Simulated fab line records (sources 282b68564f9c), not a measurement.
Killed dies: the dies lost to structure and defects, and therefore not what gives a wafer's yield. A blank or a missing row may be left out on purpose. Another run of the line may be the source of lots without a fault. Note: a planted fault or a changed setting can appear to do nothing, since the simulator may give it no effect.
A lot that was struck, set against a sound lot / flow rit cmos / 15 steps out of a route of 202
Sound: these wafers, L133.1, L133.4, L133.6. Struck: wafers L145.1, L145.6. (L145.5 of the same lot was not struck and is left out.) The cause comes at the end.
For every step that has rows: the tool of each side, followed by ch and its chambers, followed by its first start. Under that, the readings that differ: sound wafers / struck wafers / difference of the means / sigmas: that difference in standard deviations of wafers without a fault.
alike: same words and numbers on both sides, and readings whose means sit less than 2 such deviations apart. not compared: any withheld reading, any reading some wafer has no value for, any bound like >300 that may hide the same value, and any number with overlapping values for which the record gives no deviation.
A row with sigmas, a row that says differs or no value, or rows on one side alone: a step with any of these is where the two part. Non-overlapping numbers with no deviation appear without sigmas and do not part them. A reading missing from all wafers of one side parts the sides only when that side holds two or more wafers.

first, 1 step without rows for these wafers: RIT_NLDD_IMPLANT_08.
RIT_NLDD_STRIP_09: strips in O2, time 180 s.
  sound on plasma asher-03 ch 0,1, day 3 10:13; struck on plasma asher-01 ch 0, day 5 22:46
  alike: drypump motor current A, o2 flow sccm
  not compared: rf hours counter h
RIT_NLDD_TW_MEAS_10:
  sound: film metro-02 at day 3 10:23; struck: film metro-02 at day 5 22:56
  alike: NLDD_TW
then, 6 steps without rows for these wafers: RIT_PLDD_HMDS_00 (prime time 60 s); RIT_PLDD_COAT_01 (resist thk 1000 nm); RIT_PLDD_SOFTBAKE_02 (time 60 s); RIT_PLDD_EXPOSE_03 (exposes mask M8, target cd 40900 nm); RIT_PLDD_PEB_04; RIT_PLDD_DEVELOP_05 (develop time 50 s).
RIT_PLDD_OVL_MEAS_06:
  sound: overlay-02 at day 3 11:18; struck: overlay-01 at day 5 23:51
  alike: PLDD_OVL
then, 2 steps without rows for these wafers: RIT_PLDD_HARDBAKE_07 (time 60 s); RIT_PLDD_IMPLANT_08.
RIT_PLDD_STRIP_09: strips in O2, time 180 s.
  sound on plasma asher-04 ch 1, day 3 11:38; struck on plasma asher-04 ch 1, day 6 00:11
reading=o2 flow sccm (sccm); sound=3978 3994 3974; struck=4783 4788; difference=+804; sigmas=+67
  alike: drypump motor current A
  not compared: rf hours counter h
RIT_PLDD_TW_MEAS_10:
  sound: film metro-04 at day 3 11:49; struck: film metro-04 at day 6 00:22
reading=PLDD_TW; sound=2339 2328 2328; struck=2354 2365; difference=+28; sigmas=+3
RIT_M1_PROBE_99:
  sound: prober-01 at day 4 01:19; struck: prober-01 at day 6 13:48
  alike: killed at contacts, killed at front end, killed dies, killed open, killed short

WHERE THEY PART
Earliest at RIT_PLDD_STRIP_09; latest, in this record, at RIT_PLDD_TW_MEAS_10. Later steps at which nothing parts them and some readings are alike: RIT_M1_PROBE_99.

WHY: the cause the simulator had injected
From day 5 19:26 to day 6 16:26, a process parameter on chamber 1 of plasma asher-04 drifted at RIT_PLDD_STRIP_09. Setting o2 flow sccm, moved by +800, from 4000. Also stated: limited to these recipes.
